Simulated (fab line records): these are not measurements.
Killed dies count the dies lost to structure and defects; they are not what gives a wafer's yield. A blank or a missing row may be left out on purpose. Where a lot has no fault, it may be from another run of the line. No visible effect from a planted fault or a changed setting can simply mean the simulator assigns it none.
The tool behind it: which one? / flow berkeley-cmos170 / 42 wafers from 14 lots sampled at 3 of the route's 331 steps

WHAT EACH GAUGE READ, for each wafer
UCB170_M1_CD_MEAS_09: the cd target is 700 nm. Usual: cd-nm at 700.1 nm, with a standard deviation of 1.5.
lot=L939; measured=day 7 10:12; on=cd-sem-02; cd-nm (nm)=699.1 701.2 699.4; flag=
lot=L938; measured=day 7 10:32; on=cd-sem-01; cd-nm (nm)=700.6 699.5 699.4; flag=
lot=L941; measured=day 7 16:34; on=cd-sem-01; cd-nm (nm)=699.2 698.1 697.7; flag=
lot=L942; measured=day 7 17:02; on=cd-sem-02; cd-nm (nm)=702.4 701.5 700.1; flag=
lot=L945; measured=day 8 20:25; on=cd-sem-01; cd-nm (nm)=701.6 702.3 700.4; flag=
lot=L946; measured=day 8 20:39; on=cd-sem-02; cd-nm (nm)=697.6 698.5 699.5; flag=
lot=L947; measured=day 8 20:45; on=cd-sem-01; cd-nm (nm)=699.1 701.1 698.7; flag=
lot=L944; measured=day 8 20:57; on=cd-sem-01; cd-nm (nm)=699.1 699.5 699.4; flag=
lot=L943; measured=day 8 21:03; on=cd-sem-01; cd-nm (nm)=702.2 701.1 700.6; flag=
lot=L950; measured=day 9 09:10; on=cd-sem-01; cd-nm (nm)=699.8 699.3 700.6; flag=
lot=L951; measured=day 10 05:05; on=cd-sem-02; cd-nm (nm)=702.9 702.3 702.7; flag=
lot=L954; measured=day 10 13:07; on=cd-sem-02; cd-nm (nm)=701.4 702.4 702.1; flag=
lot=L959; measured=day 11 03:39; on=cd-sem-02; cd-nm (nm)=699.6 699.3 698.2; flag=
lot=L961; measured=day 12 07:17; on=cd-sem-02; cd-nm (nm)=702.4 702.6 702.0; flag=

UCB170_M2_RS_MEAS_02: measurement is done with a four-point probe. Usual: for M2_AL_RS the level is 0.0323 ohm/sq and the standard deviation is 0.00032.
lot=L939; measured=day 7 18:17; on=film-metro-02; M2_AL_RS (ohm/sq)=0.0318 0.0321 0.0321; flag=
lot=L938; measured=day 7 18:26; on=film-metro-01; M2_AL_RS (ohm/sq)=0.0326 0.0329 0.0328; flag=
lot=L941; measured=day 8 01:46; on=film-metro-02; M2_AL_RS (ohm/sq)=0.0321 0.0320 0.0320; flag=
lot=L942; measured=day 8 01:31; on=film-metro-01; M2_AL_RS (ohm/sq)=0.0323 0.0322 0.0323; flag=
lot=L945; measured=day 9 02:53; on=film-metro-04; M2_AL_RS (ohm/sq)=0.0323 0.0320 0.0324; flag=
lot=L946; measured=day 9 03:07; on=film-metro-01; M2_AL_RS (ohm/sq)=0.0320 0.0320 0.0327; flag=
lot=L947; measured=day 9 03:28; on=film-metro-01; M2_AL_RS (ohm/sq)=0.0324 0.0321 0.0326; flag=
lot=L944; measured=day 9 03:44; on=film-metro-04; M2_AL_RS (ohm/sq)=0.0317 0.0321 0.0318; flag=
lot=L943; measured=day 9 03:52; on=film-metro-02; M2_AL_RS (ohm/sq)=0.0325 0.0317 0.0323; flag=
lot=L950; measured=day 9 17:07; on=film-metro-01; M2_AL_RS (ohm/sq)=0.0320 0.0320 0.0319; flag=
lot=L951; measured=day 10 12:28; on=film-metro-01; M2_AL_RS (ohm/sq)=0.0324 0.0326 0.0324; flag=
lot=L954; measured=day 10 23:02; on=film-metro-04; M2_AL_RS (ohm/sq)=0.0320 0.0317 0.0321; flag=
lot=L959; measured=day 11 09:28; on=film-metro-01; M2_AL_RS (ohm/sq)=0.0322 0.0324 0.0323; flag=
lot=L961; measured=day 12 15:32; on=film-metro-01; M2_AL_RS (ohm/sq)=0.0321 0.0321 0.0318; flag=

WHICH TOOL RAN EACH LOT (tool, then ch and the chambers of the sampled wafers, then the start)
lot=L939; UCB170_V1_ETCH_14=rie-diel-01 ch 0,1,2, day 7 17:43
lot=L938; UCB170_V1_ETCH_14=rie-diel-04 ch 0,2,3, day 7 17:53
lot=L941; UCB170_V1_ETCH_14=rie-diel-03 ch 1,2, day 8 01:13
lot=L942; UCB170_V1_ETCH_14=rie-diel-04 ch 0,2,3, day 8 00:56
lot=L945; UCB170_V1_ETCH_14=rie-diel-01 ch 1,3, day 9 02:18
lot=L946; UCB170_V1_ETCH_14=rie-diel-04 ch 0,3, day 9 02:34
lot=L947; UCB170_V1_ETCH_14=rie-diel-01 ch 2,3, day 9 02:51
lot=L944; UCB170_V1_ETCH_14=rie-diel-03 ch 1,2, day 9 03:05
lot=L943; UCB170_V1_ETCH_14=rie-diel-04 ch 0,1,3, day 9 03:19
lot=L950; UCB170_V1_ETCH_14=rie-diel-04 ch 1,2, day 9 16:31
lot=L951; UCB170_V1_ETCH_14=rie-diel-03 ch 1,3, day 10 11:54
lot=L954; UCB170_V1_ETCH_14=rie-diel-01 ch 1,2,3, day 10 22:29
lot=L959; UCB170_V1_ETCH_14=rie-diel-03 ch 1,2,3, day 11 08:55
lot=L961; UCB170_V1_ETCH_14=rie-diel-04 ch 1,2,3, day 12 14:59
- UCB170_V1_ETCH_14: etches SiO2 in CHF3/CF4/Ar, stops on Al, target depth 1250 nm, time 291 s.

AS READ BY THE TOOLS THEMSELVES (means over the sampled wafers that have a number; for cases with no such wafer, the mark the record gives instead)
UCB170_V1_ETCH_14. Usual: drypump-motor-current-A 5.8 A, standard deviation 0.6; oes-product-au 0.873 a.u., standard deviation 0.015; throttle-valve-pct 6.94 %, standard deviation 0.086.
lot=L939; tool=rie-diel-01; drypump-motor-current-A (A)=5.7; oes-product-au (a.u.)=0.881; throttle-valve-pct (%)=6.92; flag=
lot=L938; tool=rie-diel-04; drypump-motor-current-A (A)=6.3; oes-product-au (a.u.)=0.858; throttle-valve-pct (%)=6.93; flag=
lot=L941; tool=rie-diel-03; drypump-motor-current-A (A)=5.4; oes-product-au (a.u.)=0.865; throttle-valve-pct (%)=6.86; flag=
lot=L942; tool=rie-diel-04; drypump-motor-current-A (A)=6.3; oes-product-au (a.u.)=0.860; throttle-valve-pct (%)=6.93; flag=
lot=L945; tool=rie-diel-01; drypump-motor-current-A (A)=5.8; oes-product-au (a.u.)=0.881; throttle-valve-pct (%)=6.91; flag=
lot=L946; tool=rie-diel-04; drypump-motor-current-A (A)=6.4; oes-product-au (a.u.)=0.857; throttle-valve-pct (%)=6.95; flag=
lot=L947; tool=rie-diel-01; drypump-motor-current-A (A)=6.3; oes-product-au (a.u.)=0.878; throttle-valve-pct (%)=6.89; flag=
lot=L944; tool=rie-diel-03; drypump-motor-current-A (A)=5.5; oes-product-au (a.u.)=0.872; throttle-valve-pct (%)=6.86; flag=
lot=L943; tool=rie-diel-04; drypump-motor-current-A (A)=6.3; oes-product-au (a.u.)=0.863; throttle-valve-pct (%)=6.93; flag=
lot=L950; tool=rie-diel-04; drypump-motor-current-A (A)=6.5; oes-product-au (a.u.)=0.872; throttle-valve-pct (%)=6.90; flag=
lot=L951; tool=rie-diel-03; drypump-motor-current-A (A)=5.4; oes-product-au (a.u.)=0.896; throttle-valve-pct (%)=7.06; flag=
lot=L954; tool=rie-diel-01; drypump-motor-current-A (A)=5.9; oes-product-au (a.u.)=0.886; throttle-valve-pct (%)=6.92; flag=
lot=L959; tool=rie-diel-03; drypump-motor-current-A (A)=5.2; oes-product-au (a.u.)=0.878; throttle-valve-pct (%)=6.97; flag=
lot=L961; tool=rie-diel-04; drypump-motor-current-A (A)=6.5; oes-product-au (a.u.)=0.857; throttle-valve-pct (%)=6.91; flag=

THE ANSWER, worked out from the rows above alone
Rule: a lot counts as off when the mean over its wafers that have a number is more than 3 standard deviations away from the usual mean. Also off: a lot with no number at a reading for which 4 or more lots have one. Where the step has rows for the other lots, those lots are counted as sound. The gauges are gone through in route order, then the tools' own readings, and for those a lot's mean is taken as printed above. At the first step where some lot is off, the reading lying furthest off is the one used; lots without a number count as furthest.
No lot is off on any of the readings shown, so nothing can be concluded from this.

WHAT HAD BEEN PUT IN BY THE SIMULATOR
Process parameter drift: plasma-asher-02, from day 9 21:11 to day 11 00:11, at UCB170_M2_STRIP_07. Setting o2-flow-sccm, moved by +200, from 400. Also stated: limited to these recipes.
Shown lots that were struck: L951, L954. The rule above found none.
